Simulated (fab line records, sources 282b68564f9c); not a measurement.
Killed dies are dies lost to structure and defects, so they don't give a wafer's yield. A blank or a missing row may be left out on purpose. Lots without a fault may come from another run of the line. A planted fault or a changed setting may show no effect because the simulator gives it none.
A struck lot beside a sound one | flow rit_cmos | 15 steps out of a route of 202
Sound: wafers L193.1, L193.3, L193.4. Struck: wafers L195.3, L195.4, L195.6. The cause comes at the end.
At each step with rows: each side's tool, then ch and its chambers, then its first start. Under that, the readings that differ: sound wafers | struck wafers | difference of the means | sigmas: that difference in standard deviations of wafers without a fault.
alike: readings whose means differ by less than 2 such deviations, and words and numbers that are the same on both sides. not compared: withheld readings, readings that some wafer has no value for, bounds like >300 that may hide the same value, and numbers for which the record gives no deviation and whose values overlap.
The two part at a step that has a row with sigmas, a row that says differs or no value, or rows on one side only. Numbers that don't overlap but have no deviation are shown without sigmas and don't part them. A reading that every wafer of one side lacks parts them only if that side has two wafers or more.

RIT_SILICIDE_RTA_06: time 10 s, ramp up 5 s, ramp down 10 s.
  sound on rtp_anneal-02 ch 0, day 3 17:58; struck on rtp_anneal-02 ch 0, day 4 07:23
  alike: wafer_temp_C_max
RIT_CONTACT_CVD_00: deposits SiO2 from TEOS, target thk 400 nm, time 61 s.
  sound on pecvd-03 ch 0,1,2, day 3 18:01; struck on pecvd-04 ch 0,1, day 4 07:25
  alike: heater_power_w
RIT_CONTACT_THK_MEAS_01:
  sound on film_metro-02, day 3 18:04; struck on film_metro-01, day 4 07:29
  alike: CONTACT_TEOS_THK
then, 6 steps without rows for these wafers: RIT_CONTACT_HMDS_02 (prime time 60 s); RIT_CONTACT_COAT_03 (resist thk 1000 nm); RIT_CONTACT_SOFTBAKE_04 (time 60 s); RIT_CONTACT_EXPOSE_05 (exposes mask M11, target cd 1000 nm); RIT_CONTACT_PEB_06; RIT_CONTACT_DEVELOP_07 (develop time 120 s).
RIT_CONTACT_CD_MEAS_08: target cd 1000 nm.
  sound on cd_sem-02, day 3 19:06; struck on cd_sem-02, day 4 08:49
  alike: cd_nm
RIT_CONTACT_OVL_MEAS_09:
  sound on overlay-01, day 3 19:13; struck on overlay-01, day 4 08:55
  reading          | sound       | struck         | difference | sigmas
  CONTACT_OVL (nm) | 1.3 0.6 1.6 | -1.6 -2.2 -1.7 | -3.0       | -2
then, 1 step without rows for these wafers: RIT_CONTACT_HARDBAKE_10 (time 60 s).
RIT_CONTACT_ETCH_11: etches SiO2 in CHF3/CF4/Ar, stops on TiSi2, target depth 480 nm, time 320 s.
  sound on rie_diel-03 ch 2,3, day 3 19:25; struck on rie_diel-03 ch 1,3, day 4 09:05
  reading                                      | sound             | struck            | difference | sigmas
  rf_fwd_power_W (W)                           | 199.2 200.9 200.5 | 299.4 298.9 299.4 | +99.0      | +99 or more
  model.NOVOLAK_of_CONTACT_COAT_03.thk_nm (nm) | 773.9 766.2 766   | 746 741.4 737     | -27        |
  alike: cf4_flow_sccm, drypump_motor_current_A, mfc_ar_sccm, oes_product_au, throttle_valve_pct
  not compared: rf_hours_counter_h
RIT_CONTACT_STRIP_12: strips in O2, time 180 s.
  sound on plasma_asher-03 ch 0,1, day 3 19:36; struck on plasma_asher-03 ch 0,1, day 4 09:20
  alike: drypump_motor_current_A
  not compared: rf_hours_counter_h
RIT_M1_PROBE_99:
  sound on prober-02, day 4 00:26; struck on prober-01, day 4 14:22
  reading                                                 | sound                      | struck                     | difference | sigmas
  model.etest.antenna_contact.gate_log10_a_cm2            | -6.423 -6.175 -6.231       | -4.634 -4.465 -4.508       | +1.741     |
  model.etest.nmos_0p15.junction_log10_a_um               | -13.64 -13.53 -13.68       | -12.58 -12.54 -12.49       | +1.08      |
  model.etest.nmos_narrow.off_log10_a_um                  | -13.25 -13.22 -13.23       | -12.56 -12.58 -12.45       | +0.70      |
  model.etest.gate_end_array.leak_log10_a_um              | -12.8 -12.86 -12.94        | -12.31 -12.38 -12.22       | +0.56      |
  model.etest.nmos_0p3.off_log10_a_um                     | -12.97 -13.04 -13.1        | -12.53 -12.52 -12.44       | +0.54      |
  model.etest.pmos_0p15.junction_log10_a_um               | -13.7 -13.88 -13.9         | -13.44 -13.39 -13.34       | +0.44      |
  model.etest.contact_diode_array.leak_log10_a (angstrom) | -9.459 -9.528 -9.377       | -9.259 -9.141 -9.042       | +0.307     |
  model.etest.antenna_contact.vt_shift_v (V)              | -0.01191 -0.01254 -0.01076 | -0.06373 -0.06845 -0.07015 | -0.05571   |
  alike: killed_at_contacts, killed_at_front_end, killed_dies, killed_open, killed_short

WHERE THEY PART
First at RIT_CONTACT_OVL_MEAS_09; last, within this record, at RIT_CONTACT_ETCH_11. Later steps at which nothing parts them and some readings are alike: RIT_CONTACT_STRIP_12, RIT_M1_PROBE_99.

WHY: what the simulator had put in
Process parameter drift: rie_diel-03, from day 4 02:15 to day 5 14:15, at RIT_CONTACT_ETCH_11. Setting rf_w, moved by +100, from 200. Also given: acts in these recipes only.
